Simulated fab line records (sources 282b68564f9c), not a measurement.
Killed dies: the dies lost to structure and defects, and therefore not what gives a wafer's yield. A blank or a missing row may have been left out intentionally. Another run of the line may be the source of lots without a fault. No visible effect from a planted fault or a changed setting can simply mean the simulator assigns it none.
fab line records    flow rit-cmos    part 1 of 2: steps 1 to 28 of 41
record: lots: 5  wafers: 15  last-day: 7
route steps=202 shown PLDD@115 SPACER@125 NSD@131 PSD@142 SDANNEAL@153
lots that met no fault: taken from a fault-free run of the same line
start-h: the number of hours between the record's first day and the start of the first shown wafer of the lot    wait-h: how many hours have passed since the lot's step before this one    " identical to the entry in the row above    L1.1+2: several wafers, shown together as one row    - no value, or no start given    * or withheld: withheld    < > ~ a bound
route shown NAME@n: NAME is a module with steps in the file, n the number in the route of the first one    usual: the fault-free wafers' mean and standard deviation    same: alike in all rows    chamber/n: place in a boat    sites: the reading at each site    _std_site: the values' standard deviation    _edge_site: mean of outer sites minus mean of inner sites    radius-mm: for every site, how far away it sits from the centre of the wafer    mask NAME#n: copy n    behind: the most recent tool/chamber to have shaped the wafer    hold: what put the lot on hold/how long, in hours/how the hold closed    device: the transistor (n, p or np) that didn't switch    end of line: the same wafers' tests at the end of the route    where a step has no rows: the recipe by itself    killed: at the first sort, the dies lost to defects and structure; wafer yield is something else    map: dies across one wafer; x = killed, . = not, _ = none there
set.NAME: the run value of the setting; set.NAME@STEP: its run value at that earlier step    model.NAME: the simulator's own value behind a step, which no gauge read
a table for each step, a row for each wafer; lots at some steps of the route
services: from which hour (start-h, from the record's first day; less than 0 if before it) a tool's chamber was out of use, for how many hours, and why
== steps ==
step: RIT_PLDD_COAT_01
recipe: resist: NOVOLAK  spin-rpm: 3250  resist-thk-nm: 1000
usual: exhaust-pa: 45.0/0.88
lot.wafer  tool            chamber  start-h  wait-h  exhaust-pa
L077.2     litho-track-02  0        58.26    0.1     44.9
L077.3     "               0        "        "       45.5
L077.6     "               0        "        "       45.8
L084.2     litho-track-03  0        96.99    0.1     43.4
L084.4     "               0        "        "       44.5
L084.6     "               0        "        "       46.2
L085.1     litho-track-01  0        103.46   0.1     45.3
L085.3     "               0        "        "       46.3
L085.6     "               0        "        "       46.4
L093.1     litho-track-01  0        137.95   0.1     44.7
L093.2     "               0        "        "       45.2
L093.3     "               0        "        "       44.1
L096.1     litho-track-01  0        157.71   0.1     45.8
L096.3     "               0        "        "       46.4
L096.5     "               0        "        "       46.1
step: RIT_PLDD_SOFTBAKE_02
recipe: resist: NOVOLAK  temp-c: 90  time-s: 60
usual: exhaust-pa: 45.1/0.9
lot.wafer  tool            chamber  start-h  wait-h  exhaust-pa
L077.2     litho-track-02  0        58.41    0.1     44.8
L077.3     "               0        "        "       45.1
L077.6     "               0        "        "       45.5
L084.2     litho-track-03  0        97.14    0.1     45.6
L084.4     "               0        "        "       45.5
L084.6     "               0        "        "       44.7
L085.1     litho-track-01  0        103.61   0.1     44.0
L085.3     "               0        "        "       43.7
L085.6     "               0        "        "       46.2
L093.1     litho-track-01  0        138.10   0.1     45.0
L093.2     "               0        "        "       43.6
L093.3     "               0        "        "       44.2
L096.1     litho-track-01  0        157.86   0.1     45.0
L096.3     "               0        "        "       45.8
L096.5     "               0        "        "       46.3
step: RIT_PLDD_EXPOSE_03
recipe: mask-id: M8  na: 0.57  target-cd-nm: 40900  dose-mj: 250
usual: focus-offset-nm: 0.0/0.51
lot.wafer  tool              chamber  start-h  wait-h  mask  focus-offset-nm
L077.2     iline-stepper-01  0        58.55    0.1     M8#0  -0.1
L077.3     "                 0        "        "       M8#0  0.6
L077.6     "                 0        "        "       M8#0  -0.7
L084.2     iline-stepper-02  0        97.29    0.1     M8#0  -0.2
L084.4     "                 0        "        "       M8#0  -0.3
L084.6     "                 0        "        "       M8#0  1.3
L085.1     iline-stepper-01  0        103.89   0.2     M8#0  -0.2
L085.3     "                 0        "        "       M8#0  -0.8
L085.6     "                 0        "        "       M8#0  -0.5
L093.1     iline-stepper-02  0        138.25   0.1     M8#0  -1.2
L093.2     "                 0        "        "       M8#0  -0.5
L093.3     "                 0        "        "       M8#0  -0.6
L096.1     iline-stepper-02  0        158.01   0.1     M8#0  0.0
L096.3     "                 0        "        "       M8#0  -1.2
L096.5     "                 0        "        "       M8#0  0.3
step: RIT_PLDD_PEB_04
recipe: resist: NOVOLAK  temp-c: withheld  time-s: withheld
usual: exhaust-pa: 45.1/0.9
lot.wafer  tool            chamber  start-h  wait-h  exhaust-pa
L077.2     litho-track-01  0        58.72    0.1     44.1
L077.3     "               0        "        "       44.5
L077.6     "               0        "        "       43.3
L084.2     litho-track-02  0        97.41    0.1     44.4
L084.4     "               0        "        "       44.4
L084.6     "               0        "        "       42.7
L085.1     litho-track-02  0        104.00   0.1     44.3
L085.3     "               0        "        "       43.6
L085.6     "               0        "        "       44.2
L093.1     litho-track-01  0        138.37   0.1     45.6
L093.2     "               0        "        "       45.3
L093.3     "               0        "        "       45.7
L096.1     litho-track-01  0        158.12   0.1     45.5
L096.3     "               0        "        "       45.3
L096.5     "               0        "        "       44.8
step: RIT_PLDD_DEVELOP_05
recipe: resist: NOVOLAK  develop-time-s: 50  dev-temp-c: 23
usual: developer-temp-C: 22.99/0.1  exhaust-pa: 45.0/0.82
lot.wafer  tool            chamber  start-h  wait-h  developer-temp-C  exhaust-pa
L077.2     litho-track-01  0        -        -       22.88             45.1
L077.3     "               0        "        "       23.04             45.5
L077.6     "               0        "        "       22.97             44.3
L084.2     litho-track-02  0        -        -       22.90             44.2
L084.4     "               0        "        "       22.98             44.3
L084.6     "               0        "        "       22.95             43.6
L085.1     litho-track-02  0        -        -       22.89             45.6
L085.3     "               0        "        "       22.77             44.8
L085.6     "               0        "        "       22.83             45.3
L093.1     litho-track-01  0        -        -       22.96             43.8
L093.2     "               0        "        "       22.98             45.3
L093.3     "               0        "        "       23.01             45.6
L096.1     litho-track-01  0        -        -       23.11             44.7
L096.3     "               0        "        "       23.08             44.7
L096.5     "               0        "        "       23.16             44.8
step: RIT_PLDD_OVL_MEAS_06
usual: PLDD_OVL: -0.2/1.2
lot.wafer  tool        chamber  start-h  wait-h  PLDD_OVL[nm]
L077.2     overlay-01  -        58.98    -       -0.7
L077.3     "           -        "        "       -0.9
L077.6     "           -        "        "       -1.7
L084.2     overlay-02  -        97.67    -       -0.3
L084.4     "           -        "        "       -0.9
L084.6     "           -        "        "       0.9
L085.1     overlay-01  -        104.29   -       -0.9
L085.3     "           -        "        "       0.3
L085.6     "           -        "        "       -1.1
L093.1     overlay-02  -        138.65   -       2.9
L093.2     "           -        "        "       1.9
L093.3     "           -        "        "       2.4
L096.1     overlay-02  -        158.41   -       -0.6
L096.3     "           -        "        "       0.4
L096.5     "           -        "        "       0.4
step: RIT_PLDD_HARDBAKE_07
recipe: resist: NOVOLAK  temp-c: 140  time-s: 60
usual: exhaust-pa: 45.1/0.94
lot.wafer  tool            chamber  start-h  wait-h  exhaust-pa
L077.2     litho-track-03  0        59.04    0.0     43.7
L077.3     "               0        "        "       45.0
L077.6     "               0        "        "       45.4
L084.2     litho-track-02  0        97.73    0.0     46.2
L084.4     "               0        "        "       47.0
L084.6     "               0        "        "       45.5
L085.1     litho-track-03  0        104.32   0.0     42.8
L085.3     "               0        "        "       44.5
L085.6     "               0        "        "       45.3
L093.1     litho-track-01  0        138.69   0.0     44.1
L093.2     "               0        "        "       45.0
L093.3     "               0        "        "       45.6
L096.1     litho-track-01  0        158.44   0.0     44.6
L096.3     "               0        "        "       44.2
L096.5     "               0        "        "       44.3
step: RIT_PLDD_IMPLANT_08
recipe: species: BF2  energy-kev: 20  dose-cm2: 9e+14  tilt-deg: 7
lot.wafer   tool          chamber  start-h  wait-h
L077.2+3+6  implanter-02  0        59.19    0.1
L084.2+4+6  implanter-02  0        97.88    0.1
L085.1+3+6  implanter-01  0        104.47   0.1
L093.1+2+3  implanter-02  0        138.84   0.1
L096.1+3+5  implanter-01  0        158.59   0.1
step: RIT_PLDD_STRIP_09
recipe: chemistry: O2  time-s: 180  resist: NOVOLAK  platen-temp-c: withheld  power-w: 500  pressure-mtorr: 4000  o2-flow-sccm: 4000
usual: drypump-motor-current-A: 5.8/0.35
lot.wafer  tool             chamber  start-h  wait-h  drypump-motor-current-A  rf-hours-counter-h
L077.2     plasma-asher-04  1        59.31    0.1     5.8                      45
L077.3     "                1        "        "       5.8                      -
L077.6     "                1        "        "       5.8                      -
L084.2     plasma-asher-01  1        98.00    0.1     6.4                      47
L084.4     "                0        "        "       5.2                      -
L084.6     "                0        "        "       5.2                      -
L085.1     plasma-asher-04  1        104.62   0.1     5.8                      50
L085.3     "                1        "        "       5.8                      -
L085.6     "                1        "        "       5.8                      -
L093.1     plasma-asher-01  0        138.99   0.1     5.2                      53
L093.2     "                1        "        "       6.5                      53
L093.3     "                0        "        "       5.2                      -
L096.1     plasma-asher-04  0        158.74   0.1     6.0                      57
L096.3     "                1        "        "       5.8                      -
L096.5     "                1        "        "       5.8                      -
step: RIT_PLDD_TW_MEAS_10
usual: PLDD_TW: 2387/13
lot.wafer  tool           chamber  start-h  wait-h  PLDD_TW
L077.2     film-metro-03  -        59.50    0.1     2386
L077.3     "              -        "        "       2373
L077.6     "              -        "        "       2383
L084.2     film-metro-04  -        98.19    0.1     2401
L084.4     "              -        "        "       2406
L084.6     "              -        "        "       2406
L085.1     film-metro-02  -        104.80   0.1     2381
L085.3     "              -        "        "       2393
L085.6     "              -        "        "       2388
L093.1     film-metro-03  -        139.16   0.1     2363
L093.2     "              -        "        "       2364
L093.3     "              -        "        "       2377
L096.1     film-metro-04  -        158.92   0.1     2392
L096.3     "              -        "        "       2399
L096.5     "              -        "        "       2391
step: RIT_SPACER_CLEAN_00
recipe: chemistry: SC1  mix: 3:3:50  time-s: 600  temp-c: 75
lot.wafer   tool          chamber  start-h  wait-h
L077.2+3+6  wet-bench-02  3        59.55    0.0
L084.2+4+6  wet-bench-04  3        98.24    0.0
L085.1+3+6  wet-bench-04  2        104.87   0.1
L093.1+2+3  wet-bench-04  3        139.22   0.1
L096.1+3+5  wet-bench-04  3        158.98   0.1
step: RIT_SPACER_CLEAN_01
recipe: chemistry: dHF  dilution: 50:1  time-s: 29.24
lot.wafer   tool          chamber  start-h  wait-h
L077.2+3+6  wet-bench-04  0        59.72    0.0
L084.2+4+6  wet-bench-03  0        98.43    0.0
L085.1+3+6  wet-bench-02  2        105.06   0.0
L093.1+2+3  wet-bench-03  3        139.41   0.0
L096.1+3+5  wet-bench-02  2        159.15   0.0
step: RIT_SPACER_CLEAN_02
recipe: chemistry: SC2  mix: 3:3:50  time-s: 600  temp-c: 75  dry: n2-spin
lot.wafer   tool          chamber  start-h  wait-h
L077.2+3+6  wet-bench-02  3        59.74    0.0
L084.2+4+6  wet-bench-02  2        98.45    0.0
L085.1+3+6  wet-bench-04  1        105.07   0.0
L093.1+2+3  wet-bench-02  0        139.43   0.0
L096.1+3+5  wet-bench-03  3        159.17   0.0
step: RIT_SPACER_CVD_03
recipe: material: Si3N4  target-thk-nm: 250  temp-c: 810  precursor: SiH2Cl2/NH3  time-s: 3300  pressure-mtorr: 300  sih2cl2-flow-sccm: 60  nh3-flow-sccm: 150
lot.wafer   tool      chamber  start-h  wait-h
L077.2+3+6  lpcvd-02  1        59.91    0.0
L084.2+4+6  lpcvd-01  1        98.64    0.0
L085.1+3+6  lpcvd-02  1        105.88   0.6
L093.1+2+3  lpcvd-01  0        139.84   0.2
L096.1+3+5  lpcvd-02  1        159.36   0.0
step: RIT_SPACER_THK_MEAS_04
recipe: reads: Si3N4_of_SPACER_CVD_03
usual: SPACER_NITRIDE_THK: 249.8/2.1
lot.wafer  tool           chamber  start-h  wait-h  SPACER_NITRIDE_THK[nm]
L077.2     film-metro-03  -        61.84    0.0     247.7
L077.3     "              -        "        "       249.4
L077.6     "              -        "        "       250.1
L084.2     film-metro-01  -        100.56   0.0     249.9
L084.4     "              -        "        "       250.9
L084.6     "              -        "        "       247.3
L085.1     film-metro-03  -        108.75   0.0     249.6
L085.3     "              -        "        "       250.7
L085.6     "              -        "        "       250.2
L093.1     film-metro-03  -        141.75   0.0     247.9
L093.2     "              -        "        "       247.0
L093.3     "              -        "        "       246.5
L096.1     film-metro-02  -        161.28   0.0     250.9
L096.3     "              -        "        "       252.0
L096.5     "              -        "        "       252.3
step: RIT_SPACER_ETCHBACK_05
recipe: target-depth-a: 2500  SF6_flow_sccm: 30  CHF3_flow_sccm: 30  target: Si3N4  chemistry: SF6/CHF3  pressure-mtorr: 40  rf-w: 250  time-s: 240  stop-on: SiO2
usual: drypump-motor-current-A: 5.8/0.39  oes-product-au: 0.850/0.012  throttle-valve-pct: 10.23/0.092
lot.wafer  tool         chamber  start-h  wait-h  drypump-motor-current-A  oes-product-au  rf-hours-counter-h  throttle-valve-pct
L077.2     rie-diel-02  3        61.89    0.0     6.3                      0.847           38                  10.26
L077.3     "            2        "        "       5.9                      0.839           19                  10.35
L077.6     "            1        "        "       5.6                      0.876           -                   10.13
L084.2     rie-diel-04  1        100.61   0.0     6.4                      0.849           151                 10.07
L084.4     "            3        "        "       5.7                      0.845           35                  10.34
L084.6     "            2        "        "       6.2                      0.837           -                   10.28
L085.1     rie-diel-01  1        108.81   0.1     6.2                      0.841           98                  10.16
L085.3     "            0        "        "       5.1                      0.849           22                  10.17
L085.6     "            1        "        "       6.2                      0.838           -                   10.15
L093.1     rie-diel-04  2        141.81   0.1     6.2                      0.842           5                   10.26
L093.2     "            3        "        "       5.7                      0.841           36                  10.32
L093.3     "            1        "        "       6.4                      0.845           152                 10.05
L096.1     rie-diel-04  2        161.34   0.1     6.2                      0.838           6                   10.26
L096.3     "            3        "        "       5.7                      0.852           36                  10.32
L096.5     "            3        "        "       5.7                      0.848           -                   10.32
step: RIT_NSD_HMDS_00
recipe: prime-time-s: 60  prime-temp-c: 140
usual: exhaust-pa: 44.9/0.96
lot.wafer  tool            chamber  start-h  wait-h  exhaust-pa
L077.2     litho-track-02  0        62.07    0.1     44.0
L077.3     "               0        "        "       44.6
L077.6     "               0        "        "       44.4
L084.2     litho-track-04  0        100.79   0.1     45.2
L084.4     "               0        "        "       45.4
L084.6     "               0        "        "       45.7
L085.1     litho-track-04  0        108.96   0.1     44.5
L085.3     "               0        "        "       44.4
L085.6     "               0        "        "       45.2
L093.1     litho-track-01  0        141.99   0.1     44.9
L093.2     "               0        "        "       44.4
L093.3     "               0        "        "       44.1
L096.1     litho-track-04  0        161.49   0.1     45.4
L096.3     "               0        "        "       44.8
L096.5     "               0        "        "       46.0
step: RIT_NSD_COAT_01
recipe: resist: NOVOLAK  spin-rpm: 3227  resist-thk-nm: 1000
usual: exhaust-pa: 45.1/0.83
lot.wafer  tool            chamber  start-h  wait-h  exhaust-pa
L077.2     litho-track-02  0        62.22    0.1     44.5
L077.3     "               0        "        "       45.0
L077.6     "               0        "        "       46.1
L084.2     litho-track-04  0        100.94   0.1     44.4
L084.4     "               0        "        "       44.4
L084.6     "               0        "        "       44.8
L085.1     litho-track-04  0        109.11   0.1     43.0
L085.3     "               0        "        "       42.9
L085.6     "               0        "        "       44.3
L093.1     litho-track-01  0        142.14   0.1     46.3
L093.2     "               0        "        "       45.3
L093.3     "               0        "        "       46.1
L096.1     litho-track-04  0        161.64   0.1     45.6
L096.3     "               0        "        "       45.7
L096.5     "               0        "        "       45.6
step: RIT_NSD_SOFTBAKE_02
recipe: resist: NOVOLAK  temp-c: 90  time-s: 60
usual: exhaust-pa: 45.1/0.77
lot.wafer  tool            chamber  start-h  wait-h  exhaust-pa
L077.2     litho-track-02  0        62.37    0.1     44.3
L077.3     "               0        "        "       44.0
L077.6     "               0        "        "       45.4
L084.2     litho-track-04  0        101.09   0.1     45.1
L084.4     "               0        "        "       45.8
L084.6     "               0        "        "       44.7
L085.1     litho-track-04  0        109.26   0.1     44.8
L085.3     "               0        "        "       45.9
L085.6     "               0        "        "       44.5
L093.1     litho-track-01  0        142.29   0.1     44.3
L093.2     "               0        "        "       45.5
L093.3     "               0        "        "       45.4
L096.1     litho-track-04  0        161.79   0.1     44.8
L096.3     "               0        "        "       45.5
L096.5     "               0        "        "       45.8
step: RIT_NSD_EXPOSE_03
recipe: mask-id: M9  na: 0.57  target-cd-nm: 40700  dose-mj: 250
usual: focus-offset-nm: 0.1/0.54
lot.wafer  tool              chamber  start-h  wait-h  mask  focus-offset-nm
L077.2     iline-stepper-01  0        62.51    0.1     M9#0  0.2
L077.3     "                 0        "        "       M9#0  1.1
L077.6     "                 0        "        "       M9#0  0.5
L084.2     iline-stepper-01  0        101.36   0.2     M9#0  0.3
L084.4     "                 0        "        "       M9#0  -0.7
L084.6     "                 0        "        "       M9#0  -0.2
L085.1     iline-stepper-02  0        109.54   0.2     M9#0  -0.3
L085.3     "                 0        "        "       M9#0  0.4
L085.6     "                 0        "        "       M9#0  -0.1
L093.1     iline-stepper-02  0        142.53   0.2     M9#0  0.1
L093.2     "                 0        "        "       M9#0  -0.3
L093.3     "                 0        "        "       M9#0  0.0
L096.1     iline-stepper-02  0        161.97   0.2     M9#0  -0.3
L096.3     "                 0        "        "       M9#0  0.6
L096.5     "                 0        "        "       M9#0  0.2
step: RIT_NSD_PEB_04
recipe: resist: NOVOLAK  temp-c: withheld  time-s: withheld
usual: exhaust-pa: 45.1/0.98
lot.wafer  tool            chamber  start-h  wait-h  exhaust-pa
L077.2     litho-track-04  0        62.63    0.1     44.3
L077.3     "               0        "        "       43.7
L077.6     "               0        "        "       43.8
L084.2     litho-track-01  0        101.48   0.1     44.8
L084.4     "               0        "        "       44.6
L084.6     "               0        "        "       45.2
L085.1     litho-track-01  0        109.65   0.1     44.3
L085.3     "               0        "        "       45.5
L085.6     "               0        "        "       44.2
L093.1     litho-track-02  0        142.64   0.1     44.9
L093.2     "               0        "        "       43.8
L093.3     "               0        "        "       43.6
L096.1     litho-track-04  0        162.08   0.1     44.3
L096.3     "               0        "        "       45.3
L096.5     "               0        "        "       45.7
step: RIT_NSD_DEVELOP_05
recipe: resist: NOVOLAK  develop-time-s: 50  dev-temp-c: 23
usual: developer-temp-C: 23.01/0.11  exhaust-pa: 45.1/0.78
lot.wafer  tool            chamber  start-h  wait-h  developer-temp-C  exhaust-pa
L077.2     litho-track-04  0        -        -       23.05             45.4
L077.3     "               0        "        "       23.14             45.8
L077.6     "               0        "        "       23.10             46.4
L084.2     litho-track-01  0        -        -       23.19             45.4
L084.4     "               0        "        "       23.06             45.9
L084.6     "               0        "        "       23.03             45.3
L085.1     litho-track-01  0        -        -       22.98             44.6
L085.3     "               0        "        "       23.08             44.2
L085.6     "               0        "        "       23.05             43.7
L093.1     litho-track-02  0        -        -       22.96             45.2
L093.2     "               0        "        "       22.94             44.9
L093.3     "               0        "        "       23.05             43.5
L096.1     litho-track-04  0        -        -       23.17             45.7
L096.3     "               0        "        "       23.17             46.4
L096.5     "               0        "        "       23.08             46.1
step: RIT_NSD_OVL_MEAS_06
usual: NSD_OVL: 0.6/1.4
lot.wafer  tool        chamber  start-h  wait-h  NSD_OVL[nm]
L077.2     overlay-01  -        62.90    -       1.6
L077.3     "           -        "        "       0.9
L077.6     "           -        "        "       0.7
L084.2     overlay-01  -        101.75   -       0.8
L084.4     "           -        "        "       0.7
L084.6     "           -        "        "       1.7
L085.1     overlay-02  -        109.94   -       0.3
L085.3     "           -        "        "       0.4
L085.6     "           -        "        "       -1.4
L093.1     overlay-01  -        142.93   -       -0.9
L093.2     "           -        "        "       -0.1
L093.3     "           -        "        "       -0.3
L096.1     overlay-01  -        162.37   -       1.5
L096.3     "           -        "        "       2.3
L096.5     "           -        "        "       1.7
step: RIT_NSD_HARDBAKE_07
recipe: resist: NOVOLAK  temp-c: 140  time-s: 60
usual: exhaust-pa: 44.9/0.88
lot.wafer  tool            chamber  start-h  wait-h  exhaust-pa
L077.2     litho-track-01  0        62.95    0.0     45.4
L077.3     "               0        "        "       44.9
L077.6     "               0        "        "       44.0
L084.2     litho-track-04  0        101.80   0.0     45.4
L084.4     "               0        "        "       45.7
L084.6     "               0        "        "       43.8
L085.1     litho-track-02  0        109.97   0.0     45.3
L085.3     "               0        "        "       44.5
L085.6     "               0        "        "       45.1
L093.1     litho-track-02  0        142.96   0.0     44.6
L093.2     "               0        "        "       44.7
L093.3     "               0        "        "       45.5
L096.1     litho-track-04  0        162.40   0.0     44.8
L096.3     "               0        "        "       44.6
L096.5     "               0        "        "       44.6
step: RIT_NSD_IMPLANT_08
recipe: species: P  energy-kev: 25  dose-cm2: 1e+15  tilt-deg: 7
lot.wafer   tool          chamber  start-h  wait-h
L077.2+3+6  implanter-01  0        63.10    0.1
L084.2+4+6  implanter-01  0        101.95   0.1
L085.1+3+6  implanter-01  0        110.12   0.1
L093.1+2+3  implanter-01  0        143.11   0.1
L096.1+3+5  implanter-01  0        162.55   0.1
step: RIT_NSD_STRIP_09
recipe: chemistry: O2  time-s: 180  resist: NOVOLAK  platen-temp-c: withheld  power-w: 500  pressure-mtorr: 4000  o2-flow-sccm: 4000
usual: drypump-motor-current-A: 5.8/0.34
lot.wafer  tool             chamber  start-h  wait-h  drypump-motor-current-A  rf-hours-counter-h
L077.2     plasma-asher-02  0        63.23    0.1     5.7                      41
L077.3     "                1        "        "       5.7                      -
L077.6     "                1        "        "       5.8                      -
L084.2     plasma-asher-02  0        102.08   0.1     5.7                      45
L084.4     "                1        "        "       5.8                      -
L084.6     "                0        "        "       5.7                      -
L085.1     plasma-asher-04  0        110.42   0.3     6.0                      51
L085.3     "                1        "        "       5.7                      -
L085.6     "                1        "        "       5.8                      -
L093.1     plasma-asher-02  1        143.26   0.1     5.7                      3
L093.2     "                0        "        "       5.7                      3
L093.3     "                1        "        "       5.8                      -
L096.1     plasma-asher-04  0        162.70   0.1     6.0                      57
L096.3     "                0        "        "       6.0                      -
L096.5     "                0        "        "       6.0                      -
step: RIT_NSD_TW_MEAS_10
usual: NSD_TW: 3173/18
lot.wafer  tool           chamber  start-h  wait-h  NSD_TW
L077.2     film-metro-02  -        63.41    0.1     3160
L077.3     "              -        "        "       3148
L077.6     "              -        "        "       3144
L084.2     film-metro-03  -        102.26   0.1     3175
L084.4     "              -        "        "       3164
L084.6     "              -        "        "       3164
L085.1     film-metro-02  -        110.60   0.1     3177
L085.3     "              -        "        "       3167
L085.6     "              -        "        "       3173
L093.1     film-metro-03  -        143.44   0.1     3163
L093.2     "              -        "        "       3149
L093.3     "              -        "        "       3165
L096.1     film-metro-04  -        162.88   0.1     3181
L096.3     "              -        "        "       3195
L096.5     "              -        "        "       3190
step: RIT_PSD_HMDS_00
recipe: prime-time-s: 60  prime-temp-c: 140
usual: exhaust-pa: 45.0/0.93
lot.wafer  tool            chamber  start-h  wait-h  exhaust-pa
L077.2     litho-track-03  0        63.49    0.1     43.5
L077.3     "               0        "        "       43.8
L077.6     "               0        "        "       43.8
L084.2     litho-track-03  0        102.34   0.1     44.5
L084.4     "               0        "        "       43.2
L084.6     "               0        "        "       43.7
L085.1     litho-track-04  0        110.66   0.1     44.5
L085.3     "               0        "        "       42.5
L085.6     "               0        "        "       44.2
L093.1     litho-track-02  0        143.50   0.1     45.7
L093.2     "               0        "        "       44.7
L093.3     "               0        "        "       44.4
L096.1     litho-track-02  0        162.94   0.1     45.0
L096.3     "               0        "        "       45.1
L096.5     "               0        "        "       45.9
